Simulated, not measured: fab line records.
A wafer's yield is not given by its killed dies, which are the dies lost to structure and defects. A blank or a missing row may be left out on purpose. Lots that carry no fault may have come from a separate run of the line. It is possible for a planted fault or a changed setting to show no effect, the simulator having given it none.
Matching of chambers	flow berkeley-cmos170	UCB170_V2_CMP_02 on cmp-01 has 4 sister chambers
The step polishes SiO2. 7 wafers are shown with their chamber, then 8 later ones without.

== WAFERS PAIRED WITH THEIR CHAMBERS ==
wafer	chamber	motor-current-A (A)	slurry-filter-dp-kPa (kPa)
L169.6	0	14.2	13.35
L178.2	1	19.4	13.44
L178.4	2	15.0	13.41
L175.1	2	14.7	13.96
L175.3	1	19.6	13.44
L175.4	3	17.1	13.67
L176.2	3	20.0	13.67

== WAFERS WITH NO CHAMBER GIVEN ==
wafer	motor-current-A (A)	slurry-filter-dp-kPa (kPa)
L176.5	15.7	13.36
L176.6	18.0	13.72
L181.2	13.6	13.31
L181.3	20.3	13.30
L181.6	15.6	13.56
L183.1	19.1	13.43
L183.4	18.7	13.32
L183.5	18.6	13.81

== WHICH CHAMBER EACH ONE RAN IN ==
wafer	from the rows above	in truth
L176.5	can't be placed: 0 or 2 or 3 or 1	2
L176.6	can't be placed: 3 or 1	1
L181.2	can't be placed: 0 or 2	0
L181.3	can't be placed: 1 or 3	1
L181.6	can't be placed: 2 or 0 or 3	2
L183.1	can't be placed: 1 or 3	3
L183.4	can't be placed: 1 or 3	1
L183.5	can't be placed: 3 or 1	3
Placed correctly: 0 of 8. Not placeable from these rows: 8 (in 8, the candidates include the true chamber). Placed wrongly: 0.
How it was worked out, from the rows above alone: a wafer's distance from a chamber is the root of the sum, over the readings, of the square of ((its reading less the chamber's mean) divided by the reading's scatter). The wafer belongs to the nearest chamber; if the next one is less than 2 further off, it can't be placed. A chamber's mean is the mean of its shown wafers. How the scatter is found: for the shown wafers, subtract from each reading the mean of its chamber, square and add these, divide the total by (wafers less chambers), then take the root.
